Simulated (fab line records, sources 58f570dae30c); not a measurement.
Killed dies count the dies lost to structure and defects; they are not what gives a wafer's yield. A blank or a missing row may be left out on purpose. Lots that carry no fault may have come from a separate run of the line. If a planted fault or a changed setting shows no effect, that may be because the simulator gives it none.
Which tool did it? + flow berkeley-cmos170 + Sampling: 11 lots, 33 wafers, 5 of 331 route steps

## WHAT THE GAUGES SHOWED, per wafer
UCB170_M1_RS_MEAS_01: uses a four-point probe to measure. Usual: M1_AL_RS 0.0487 ohm/sq, standard deviation 0.00067.
| lot  | measured     | on            | M1_AL_RS (ohm/sq)    | flag |
|------|--------------|---------------|----------------------|------|
| L290 | day 6 21:07  | film-metro-02 | 0.0489 0.0483 0.0485 |      |
| L291 | day 7 16:23  | film-metro-03 | 0.0487 0.0482 0.0479 |      |
| L292 | day 7 23:37  | film-metro-02 | 0.0478 0.0480 0.0484 |      |
| L293 | day 8 01:34  | film-metro-03 | 0.0500 0.0489 0.0493 |      |
| L303 | day 9 21:57  | film-metro-03 | 0.0483 0.0494 0.0476 |      |
| L308 | day 10 23:42 | film-metro-02 | 0.0487 0.0477 0.0477 |      |
| L305 | day 10 23:54 | film-metro-03 | 0.0494 0.0495 0.0486 |      |
| L307 | day 10 23:56 | film-metro-04 | 0.0487 0.0487 0.0484 |      |
| L309 | day 11 08:13 | film-metro-03 | 0.0492 0.0487 0.0483 |      |
| L312 | day 11 14:20 | film-metro-03 | 0.0486 0.0499 0.0499 |      |
| L311 | day 11 15:04 | film-metro-02 | 0.0472 0.0488 0.0479 |      |

UCB170_M1_THK_MEAS_02: measures by xrf. Usual: M1_AL_THK 614 nm, standard deviation 8.6.
| lot  | measured     | on            | M1_AL_THK (nm) | flag |
|------|--------------|---------------|----------------|------|
| L290 | day 6 21:14  | film-metro-02 | 610 614 614    |      |
| L291 | day 7 16:31  | film-metro-03 | 616 622 624    |      |
| L292 | day 7 23:44  | film-metro-02 | 619 616 613    |      |
| L293 | day 8 01:41  | film-metro-03 | 598 611 604    |      |
| L303 | day 9 22:04  | film-metro-03 | 622 607 628    |      |
| L308 | day 10 23:49 | film-metro-02 | 615 624 624    |      |
| L305 | day 11 00:01 | film-metro-03 | 605 610 618    |      |
| L307 | day 11 00:02 | film-metro-04 | 615 620 622    |      |
| L309 | day 11 08:20 | film-metro-03 | 609 614 622    |      |
| L312 | day 11 14:26 | film-metro-03 | 617 602 602    |      |
| L311 | day 11 15:11 | film-metro-02 | 628 611 618    |      |

UCB170_V1_THK_MEAS_01. Usual: V1_TEOS_THK 2003 nm, standard deviation 28.
| lot  | measured     | on            | V1_TEOS_THK (nm) | flag |
|------|--------------|---------------|------------------|------|
| L290 | day 7 04:44  | film-metro-03 | 1988 2038 2032   |      |
| L291 | day 8 00:12  | film-metro-03 | 2018 2000 2042   |      |
| L292 | day 8 04:41  | film-metro-01 | 1995 1980 2003   |      |
| L293 | day 8 04:41  | film-metro-02 | 1942 2032 2023   |      |
| L303 | day 10 05:43 | film-metro-01 | 1948 2980 2006   | OFF  |
| L308 | day 11 06:06 | film-metro-02 | 1984 1939 1955   |      |
| L305 | day 11 06:15 | film-metro-02 | 2914 2003 1989   | OFF  |
| L307 | day 11 06:07 | film-metro-03 | 2012 2026 2052   |      |
| L309 | day 11 13:52 | film-metro-01 | 2020 1986 2035   |      |
| L312 | day 11 21:25 | film-metro-02 | 1990 2038 1974   |      |
| L311 | day 11 21:28 | film-metro-03 | 1973 1990 1996   |      |

## WHICH TOOL RAN EACH LOT (tool, then ch and the chambers of the sampled wafers, then the start)
| lot  | UCB170_M1_STRIP_13                   | UCB170_V1_CVD_00                |
|------|--------------------------------------|---------------------------------|
| L290 | plasma-asher-01 ch 0,1, day 6 23:01  | pecvd-03 ch 0,2, day 7 04:35    |
| L291 | plasma-asher-01 ch 0,1, day 7 18:16  | pecvd-01 ch 1,2, day 8 00:03    |
| L292 | plasma-asher-03 ch 0,1, day 8 01:08  | pecvd-04 ch 0,1, day 8 04:31    |
| L293 | plasma-asher-03 ch 0,1, day 8 02:55  | pecvd-03 ch 0,1,2, day 8 04:31  |
| L303 | plasma-asher-04 ch 0,1, day 10 00:02 | pecvd-04 ch 1,2, day 10 05:29   |
| L308 | plasma-asher-01 ch 0,1, day 11 03:07 | pecvd-03 ch 1,2, day 11 05:56   |
| L305 | plasma-asher-03 ch 0,1, day 11 03:26 | pecvd-04 ch 0,1,2, day 11 06:06 |
| L307 | plasma-asher-01 ch 0,1, day 11 03:25 | pecvd-01 ch 0,1,2, day 11 05:56 |
| L309 | plasma-asher-01 ch 0, day 11 10:29   | pecvd-01 ch 0,2, day 11 13:43   |
| L312 | plasma-asher-03 ch 0,1, day 11 16:13 | pecvd-03 ch 1,2, day 11 21:14   |
| L311 | plasma-asher-01 ch 0,1, day 11 17:37 | pecvd-01 ch 1,2, day 11 21:14   |
- UCB170_M1_STRIP_13: strips in O2.
- UCB170_V1_CVD_00: deposits SiO2 from TEOS/O2, target thk 2000 nm, time 250 s.

## WHAT THE TOOLS THEMSELVES READ (means of the sampled wafers that have a number; where no wafer has one, the mark that the record gives instead)
UCB170_M1_STRIP_13. Usual: drypump-motor-current-A 5.8 A, standard deviation 0.32; oes-product-au 0.720 a.u., standard deviation 0.0045.
| lot  | tool            | drypump-motor-current-A (A) | oes-product-au (a.u.) | flag |
|------|-----------------|-----------------------------|-----------------------|------|
| L290 | plasma-asher-01 | 5.7                         | 0.718                 |      |
| L291 | plasma-asher-01 | 5.7                         | 0.720                 |      |
| L292 | plasma-asher-03 | 5.7                         | 0.719                 |      |
| L293 | plasma-asher-03 | 5.7                         | 0.718                 |      |
| L303 | plasma-asher-04 | 6.1                         | 0.717                 |      |
| L308 | plasma-asher-01 | 5.5                         | 0.722                 |      |
| L305 | plasma-asher-03 | 6.0                         | 0.716                 |      |
| L307 | plasma-asher-01 | 5.5                         | 0.723                 |      |
| L309 | plasma-asher-01 | 5.3                         | 0.720                 |      |
| L312 | plasma-asher-03 | 6.0                         | 0.722                 |      |
| L311 | plasma-asher-01 | 5.7                         | 0.722                 |      |

UCB170_V1_CVD_00. Usual: heater-power-w 266 W, standard deviation 46.
| lot  | tool     | heater-power-w (W) | flag |
|------|----------|--------------------|------|
| L290 | pecvd-03 | 280                |      |
| L291 | pecvd-01 | 282                |      |
| L292 | pecvd-04 | 260                |      |
| L293 | pecvd-03 | 251                |      |
| L303 | pecvd-04 | 218                |      |
| L308 | pecvd-03 | 275                |      |
| L305 | pecvd-04 | 279                |      |
| L307 | pecvd-01 | 268                |      |
| L309 | pecvd-01 | 239                |      |
| L312 | pecvd-03 | 251                |      |
| L311 | pecvd-01 | 251                |      |

## THE ANSWER, worked out from the rows above alone
Rule: a lot counts as off when the mean over its wafers that have a number is more than 3 standard deviations away from the usual mean. Also off: a lot with no number at a reading for which 4 or more lots have one. Any other lot the step has rows for is counted as sound. After the gauges, taken in route order, come the tools' own readings; for these a lot's mean is taken, as printed above. The first step at which some lot is off is used, and at that step the reading that is off furthest; a lot without a number counts as furthest.
Off: L303, L305, seen at UCB170_V1_THK_MEAS_01 (V1_TEOS_THK).
If a tool, at a process step before that reading, ran all the lots that are off and no sound lot after the first of them, it fits. The gauges at UCB170_V1_THK_MEAS_01 are tried like those tools. One fits: pecvd-04 at UCB170_V1_CVD_00. A fault onset in the window from L292 (day 8 04:31, its last sound lot) to L303 (day 10 05:29, its first lot off) fits.

## WHAT THE SIMULATOR PUT IN
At UCB170_V1_CVD_00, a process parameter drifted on pecvd-04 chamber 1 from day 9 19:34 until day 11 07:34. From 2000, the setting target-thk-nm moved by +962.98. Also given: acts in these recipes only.
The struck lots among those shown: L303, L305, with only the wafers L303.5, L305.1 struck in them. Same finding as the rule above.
